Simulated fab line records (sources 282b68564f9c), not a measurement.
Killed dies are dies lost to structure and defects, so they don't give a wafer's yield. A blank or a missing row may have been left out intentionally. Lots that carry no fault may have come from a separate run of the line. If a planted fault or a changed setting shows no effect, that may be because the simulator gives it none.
Which tool was responsible? + flow rit-cmos + 7 lots, 21 wafers sampled, at 3 steps of a route of 202

== WHAT EACH GAUGE READ, for each wafer ==
RIT_WELLDRIVE_RS_MEAS_01: measurement is done with a four-point probe.
| lot  | measured    | on            | NWELL_RS (ohm/sq) |
|------|-------------|---------------|-------------------|
| L433 | day 2 18:32 | film-metro-03 | 279.7 279.8 280.1 |
| L435 | day 3 04:58 | film-metro-01 | 278.6 278.8 279.5 |
| L438 | day 3 20:08 | film-metro-03 | 281.4 280.8 279.5 |
| L441 | day 4 11:24 | film-metro-04 | 279.4 279.2 279.1 |
| L443 | day 4 21:59 | film-metro-04 | 279.3 280.1 280.8 |
| L446 | day 5 12:32 | film-metro-03 | 279.7 279.6 279.4 |
| L449 | day 6 03:31 | film-metro-01 | 353.1 352.9 352.6 |

== WHAT TOOL EACH LOT RAN ON (gives the tool, then ch and the chambers of the sampled wafers, and finally the start) ==
| lot  | RIT_ACTIVE_STRIP_14                 | RIT_WELLDRIVE_ANNEAL_00      |
|------|-------------------------------------|------------------------------|
| L433 | plasma-asher-02 ch 0, day 2 05:50   | furnace-01 ch 0, day 2 13:26 |
| L435 | plasma-asher-02 ch 0,1, day 2 15:50 | furnace-02 ch 0, day 2 23:52 |
| L438 | plasma-asher-03 ch 0,1, day 3 06:58 | furnace-01 ch 0, day 3 15:03 |
| L441 | plasma-asher-03 ch 0,1, day 3 21:58 | furnace-01 ch 0, day 4 06:18 |
| L443 | plasma-asher-02 ch 0,1, day 4 07:58 | furnace-01 ch 0, day 4 16:53 |
| L446 | plasma-asher-01 ch 0,1, day 4 23:46 | furnace-04 ch 0, day 5 07:26 |
| L449 | plasma-asher-03 ch 0,1, day 5 13:55 | furnace-01 ch 0, day 5 22:23 |
- RIT_ACTIVE_STRIP_14: strips in O2, time 180 s.
- RIT_WELLDRIVE_ANNEAL_00: time 14700 s.

== THE ANSWER, worked out from the rows above alone ==
Rule: what is usual is taken from the lots themselves. Put in order of their means at a reading, lots are off if they are a third of the lots or fewer, leave a main group of 4 or more, and stand apart from it by a gap of 3 or more times the standard deviation of the main group's means; of several such gaps the widest counts. A main group whose means are all the same, to the digits that the tables above print for the reading, isn't used. A lot without any number at a reading at which 4 lots or more have one is off too. Where the step has rows for the other lots, those lots are counted as sound.
Off: L449, at RIT_WELLDRIVE_RS_MEAS_01 (NWELL_RS). The main group has a mean of 279.7 ohm/sq with a standard deviation of 0.53.
If a tool, at a process step before that reading, ran all the lots that are off and no sound lot after the first of them, it fits. The gauges at RIT_WELLDRIVE_RS_MEAS_01 are tried like those tools. Can't be told from this: 3 tools fit, plasma-asher-03 at RIT_ACTIVE_STRIP_14, furnace-01 at RIT_WELLDRIVE_ANNEAL_00, film-metro-01 at RIT_WELLDRIVE_RS_MEAS_01.

== WHAT THE SIMULATOR HAD INSERTED ==
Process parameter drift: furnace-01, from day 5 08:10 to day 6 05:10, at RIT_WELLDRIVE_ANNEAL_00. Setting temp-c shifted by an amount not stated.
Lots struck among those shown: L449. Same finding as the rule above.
